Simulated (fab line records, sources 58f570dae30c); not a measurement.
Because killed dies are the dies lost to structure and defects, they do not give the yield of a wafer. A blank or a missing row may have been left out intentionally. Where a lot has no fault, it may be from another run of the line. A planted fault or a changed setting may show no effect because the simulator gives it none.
Matching of chambers	flow berkeley_cmos170	UCB170_SPACER_CVD_00 on pecvd-04 has 3 sister chambers
The step deposits SiO2 from TEOS/O2, target thk 376 nm, time 47 s. 6 wafers are shown with their chamber, then 8 later ones without.

## EACH WAFER AND ITS CHAMBER
wafer	chamber	heater_power_w (W)	susceptor_temp_C (C)
L714.3	1	308	389.91
L722.5	1	320	390.05
L728.1	0	325	390.26
L728.3	2	358	389.50
L728.4	0	326	390.25
L731.1	2	316	390.33

## WAFERS MISSING THEIR CHAMBER
wafer	heater_power_w (W)	susceptor_temp_C (C)
L731.3	308	390.04
L731.5	331	390.20
L734.3	277	390.12
L734.4	270	390.10
L734.6	295	389.73
L736.1	240	390.10
L736.4	355	389.93
L736.6	253	389.74

## WHICH CHAMBER EACH WENT THROUGH
wafer	from the rows above	in truth
L731.3	can't be placed: 1 or 0 or 2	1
L731.5	can't be placed: 0 or 2 or 1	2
L734.3	can't be placed: 1 or 0 or 2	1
L734.4	can't be placed: 1 or 0 or 2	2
L734.6	can't be placed: 1 or 0 or 2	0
L736.1	can't be placed: 1 or 0 or 2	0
L736.4	can't be placed: 2 or 0 or 1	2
L736.6	can't be placed: 1 or 0 or 2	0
Correctly placed: 0 of 8. Unplaceable from these rows: 8, with the true chamber sitting among the candidates in 8. Wrongly placed: 0.
How it was worked out, from the rows above alone: a wafer's distance from a chamber is the root of the sum, over the readings, of the square of ((its reading less the chamber's mean) divided by the reading's scatter). If the next closest chamber is less than 2 further off than the closest, the wafer can't be placed; otherwise it belongs to the closest. For every chamber, the mean is computed from those of its wafers that are shown. The scatter is the square root of a quotient: the sum, over the shown wafers, of each reading's squared deviation from its chamber's mean, divided by wafers minus chambers.
